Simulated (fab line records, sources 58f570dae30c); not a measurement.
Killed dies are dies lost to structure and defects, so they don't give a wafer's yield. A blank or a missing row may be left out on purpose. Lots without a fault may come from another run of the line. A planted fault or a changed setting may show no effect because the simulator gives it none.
Chamber matching | flow berkeley_cmos170 | UCB170_V2_CMP_02 on cmp-02: 3 sister chambers
The step polishes SiO2. 14 wafers are shown with their chamber, then 2 later ones without.

WAFERS WITH THEIR CHAMBER
wafer  | chamber | motor_current_A (A)
L625.1 | 1       | 14.2
L625.3 | 3       | 13.2
L625.6 | 3       | 13.2
L626.3 | 0       | 13.8
L626.5 | 3       | 13.1
L626.6 | 0       | 14.6
L635.2 | 0       | 14.4
L635.4 | 3       | 13.7
L635.5 | 1       | 14.3
L643.2 | 3       | 13.2
L643.3 | 0       | 13.4
L643.5 | 0       | 13.8
L642.3 | 1       | 14.5
L642.5 | 1       | 13.4

SIGNATURES (means of the wafers above)
reading         | chamber 0 | chamber 1 | chamber 3 | scatter within a chamber
motor_current_A | 14.000    | 14.100    | 13.280    | 0.414
Rule: a wafer's distance from a chamber is the root of the sum, over the readings, of the square of ((its reading less the chamber's mean) divided by the reading's scatter). The wafer belongs to the nearest chamber; if the next one is less than 2 further off, it can't be placed. The scatter: the root of (the sum of the squares of (reading less its chamber's mean) over the shown wafers, divided by (wafers less chambers)).

WAFERS WITHOUT THEIR CHAMBER
wafer  | motor_current_A (A)
L646.1 | 14.0
L647.6 | 12.9

WHICH CHAMBER EACH WENT THROUGH
wafer  | from the rows above          | in truth
L646.1 | can't be placed: 0 or 1 or 3 | 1
L647.6 | can't be placed: 3 or 0 or 1 | 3
Placed correctly: 0 of 2. Can't be placed from these rows: 2 (the true chamber is among the candidates in 2). Placed wrongly: 0.
